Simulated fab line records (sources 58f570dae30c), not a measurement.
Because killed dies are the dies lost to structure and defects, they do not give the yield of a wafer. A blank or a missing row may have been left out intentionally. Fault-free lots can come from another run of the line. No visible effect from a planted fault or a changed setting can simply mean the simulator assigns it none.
A single fault, viewed from 2 desks ; flow berkeleyCmos170 ; each desk holds nothing but its own numbers, with what lay behind them at the end

## AT THE METROLOGY DESK
Means of the sampled wafers that have a number, per lot and without regard to the tool the lot ran on: this is what the gauges read. Any lot whose mean is over 4 standard deviations away from the usual mean is out of limits and marked OUT; that distance is given in the brackets.
Columns: A = PWELL_OXIDE_THK at UCB170_PWELL_THK_MEAS_03, usual 26.2 nm; B = SCREENOX_OXIDE_THK at UCB170_SCREENOX_THK_MEAS_02, usual 14.29 nm
lot;first seen here;A;B
L601;day 3 04:29;26.3;14.21
L602;day 3 13:45;26.5;14.45
L603;day 3 13:46;26.8;14.31
L605;day 4 02:56;26.6;14.45
L607;day 4 13:53;26.5;14.25
L609;day 4 22:34;26.7;13.79
L610;day 4 22:35;26.6;14.02
L612;day 5 07:23;25.4;14.77
L613;day 5 19:29;25.9;14.14
L614;day 5 19:29;26.4;13.90
L615;day 6 04:05;26.2;14.20
L619;day 7 00:13;25.8;14.27
L621;day 7 07:23;25.9;14.31
L623;day 8 00:49;26.2;14.29
This desk found nothing out of limits on any of the 14 lots.

## FOR THE TOOL OWNER'S DESK: implanter-04
For each lot that ran on this tool, the mean over its sampled wafers that have a number, from the tool's own readings at UCB170_PFIELD_IMPLANT_07. Any lot whose mean is over 4 standard deviations away from the usual mean is out of limits and marked OUT; that distance is given in the brackets.
Columns: A = beamEnergyKeV at UCB170_PFIELD_IMPLANT_07, usual 79.998
lot;first seen here;A
L601;day 5 06:12;79.992
L605;day 6 04:08;79.994
L610;day 6 23:08;79.986
L612;day 7 11:50;84.783 (+99 or more) OUT
L613;day 8 05:12;84.827 (+99 or more) OUT
This desk's finding: out of limits on L612, L613; first on L612, day 7 11:50 (beamEnergyKeV at UCB170_PFIELD_IMPLANT_07). L601, L605, L610: within limits.

## ALL TOGETHER
At day 7 11:50, on L612, L613, the tool owner's desk was in a position to raise an alarm.
The metrology desk saw nothing out of limits.
The metrology desk has L612, L613 on record, within its limits.
Every lot named ran UCB170_PFIELD_IMPLANT_07 on implanter-04.

## WHAT THE SIMULATOR PUT IN
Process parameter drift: implanter-04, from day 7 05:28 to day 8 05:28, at UCB170_PFIELD_IMPLANT_07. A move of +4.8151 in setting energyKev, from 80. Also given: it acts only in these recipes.
Struck lots among those shown: L612, L613.
How many hours passed from the start of the fault until each desk's first out-of-limits reading: the tool owner's desk, 6.
